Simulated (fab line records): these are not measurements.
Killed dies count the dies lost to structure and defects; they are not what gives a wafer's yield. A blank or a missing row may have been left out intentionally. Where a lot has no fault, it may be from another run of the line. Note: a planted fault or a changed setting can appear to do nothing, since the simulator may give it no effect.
Lot-split experiment || flow berkeley-cmos170 || 5 lots, 23 wafers read, on a route of 331 steps

## ON THE SPLIT
At UCB170_PWELL_OXIDATION_02 (target thk 26.4 nm, ox time 1260 s), the setting temp-c was moved away from the recipe's 1000 C on 10 of the 23 wafers read, by -0.8% to +1.5%. For the rest of the wafers, this setting stayed at what the recipe calls for.

Between the split and the reading, the file records no step.

## THE READING
PWELL_OXIDE_THK in nanometres, read at UCB170_PWELL_THK_MEAS_03. Fault-free wafers of this fab line usually give 26.0 nm, standard deviation 0.57 nm.

{"wafer": "L078.1", "tool, chamber at the split": "furnace-01, 0", "temp-c as run, C": 1000, "against the recipe": "recipe", "PWELL_OXIDE_THK, nm": 26.8, "against lot-mates on the recipe": "-"}
{"wafer": "L078.3", "tool, chamber at the split": "furnace-01, 0", "temp-c as run, C": 1000, "against the recipe": "recipe", "PWELL_OXIDE_THK, nm": 26.5, "against lot-mates on the recipe": "-"}
{"wafer": "L078.4", "tool, chamber at the split": "furnace-01, 0", "temp-c as run, C": 1000, "against the recipe": "recipe", "PWELL_OXIDE_THK, nm": 26.7, "against lot-mates on the recipe": "-"}
{"wafer": "L079.1", "tool, chamber at the split": "-, -", "temp-c as run, C": 992.2, "against the recipe": "-0.8%", "PWELL_OXIDE_THK, nm": 24.5, "against lot-mates on the recipe": "no lot-mate on the recipe"}
{"wafer": "L079.2", "tool, chamber at the split": "-, -", "temp-c as run, C": 992.2, "against the recipe": "-0.8%", "PWELL_OXIDE_THK, nm": 24.6, "against lot-mates on the recipe": "no lot-mate on the recipe"}
{"wafer": "L079.4", "tool, chamber at the split": "-, -", "temp-c as run, C": 992.2, "against the recipe": "-0.8%", "PWELL_OXIDE_THK, nm": 24.5, "against lot-mates on the recipe": "no lot-mate on the recipe"}
{"wafer": "L079.5", "tool, chamber at the split": "-, -", "temp-c as run, C": 992.2, "against the recipe": "-0.8%", "PWELL_OXIDE_THK, nm": 25.0, "against lot-mates on the recipe": "no lot-mate on the recipe"}
{"wafer": "L079.6", "tool, chamber at the split": "-, -", "temp-c as run, C": 992.2, "against the recipe": "-0.8%", "PWELL_OXIDE_THK, nm": 25.0, "against lot-mates on the recipe": "no lot-mate on the recipe"}
{"wafer": "L081.1", "tool, chamber at the split": "-, -", "temp-c as run, C": 1000, "against the recipe": "recipe", "PWELL_OXIDE_THK, nm": 26.1, "against lot-mates on the recipe": "-"}
{"wafer": "L081.3", "tool, chamber at the split": "-, -", "temp-c as run, C": 1000, "against the recipe": "recipe", "PWELL_OXIDE_THK, nm": 25.9, "against lot-mates on the recipe": "-"}
{"wafer": "L081.4", "tool, chamber at the split": "-, -", "temp-c as run, C": 1000, "against the recipe": "recipe", "PWELL_OXIDE_THK, nm": 26.4, "against lot-mates on the recipe": "-"}
{"wafer": "L081.5", "tool, chamber at the split": "-, -", "temp-c as run, C": 1000, "against the recipe": "recipe", "PWELL_OXIDE_THK, nm": 25.5, "against lot-mates on the recipe": "-"}
{"wafer": "L081.6", "tool, chamber at the split": "-, -", "temp-c as run, C": 1000, "against the recipe": "recipe", "PWELL_OXIDE_THK, nm": 26.3, "against lot-mates on the recipe": "-"}
{"wafer": "L083.1", "tool, chamber at the split": "-, -", "temp-c as run, C": 1000, "against the recipe": "recipe", "PWELL_OXIDE_THK, nm": 25.7, "against lot-mates on the recipe": "-"}
{"wafer": "L083.3", "tool, chamber at the split": "-, -", "temp-c as run, C": 1000, "against the recipe": "recipe", "PWELL_OXIDE_THK, nm": 25.8, "against lot-mates on the recipe": "-"}
{"wafer": "L083.4", "tool, chamber at the split": "-, -", "temp-c as run, C": 1000, "against the recipe": "recipe", "PWELL_OXIDE_THK, nm": 25.6, "against lot-mates on the recipe": "-"}
{"wafer": "L083.5", "tool, chamber at the split": "-, -", "temp-c as run, C": 1000, "against the recipe": "recipe", "PWELL_OXIDE_THK, nm": 25.9, "against lot-mates on the recipe": "-"}
{"wafer": "L083.6", "tool, chamber at the split": "-, -", "temp-c as run, C": 1000, "against the recipe": "recipe", "PWELL_OXIDE_THK, nm": 25.7, "against lot-mates on the recipe": "-"}
{"wafer": "L085.1", "tool, chamber at the split": "-, -", "temp-c as run, C": 1015, "against the recipe": "+1.5%", "PWELL_OXIDE_THK, nm": 29.8, "against lot-mates on the recipe": "no lot-mate on the recipe"}
{"wafer": "L085.2", "tool, chamber at the split": "-, -", "temp-c as run, C": 1015, "against the recipe": "+1.5%", "PWELL_OXIDE_THK, nm": 30.1, "against lot-mates on the recipe": "no lot-mate on the recipe"}
{"wafer": "L085.4", "tool, chamber at the split": "-, -", "temp-c as run, C": 1015, "against the recipe": "+1.5%", "PWELL_OXIDE_THK, nm": 30.1, "against lot-mates on the recipe": "no lot-mate on the recipe"}
{"wafer": "L085.5", "tool, chamber at the split": "-, -", "temp-c as run, C": 1015, "against the recipe": "+1.5%", "PWELL_OXIDE_THK, nm": 30.4, "against lot-mates on the recipe": "no lot-mate on the recipe"}
{"wafer": "L085.6", "tool, chamber at the split": "-, -", "temp-c as run, C": 1015, "against the recipe": "+1.5%", "PWELL_OXIDE_THK, nm": 30.1, "against lot-mates on the recipe": "no lot-mate on the recipe"}

FIT RESULTS
A straight line over all 23 wafers: PWELL_OXIDE_THK changes by +2.43 nm for each +1% of temp-c; r = +0.98; the points scatter about the line by 0.43 nm.
Too few moved wafers with a lot-mate on the recipe to fit a line net of each lot's own level.

## THE WHOLE CHAIN: every reading that the file lists as answering this split, in the file's order
{"step": "UCB170_PWELL_OXIDATION_02", "what it does": "target thk 26.4 nm, ox time 1260 s", "reading": "SiO2_of_PWELL_OXIDATION_02.thk-nm (the simulator's own value, which no gauge read)", "change (the file's fit)": "+2.45 nm for each +1% of the setting", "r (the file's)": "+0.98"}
{"step": "UCB170_PWELL_THK_MEAS_03", "what it does": "", "reading": "PWELL_OXIDE_THK", "change (the file's fit)": "+2.45 for each +1% of the setting", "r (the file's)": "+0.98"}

## THE FILE'S OWN FIT
PWELL_OXIDE_THK changes by +2.45 nm for each +1% of temp-c, r = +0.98.
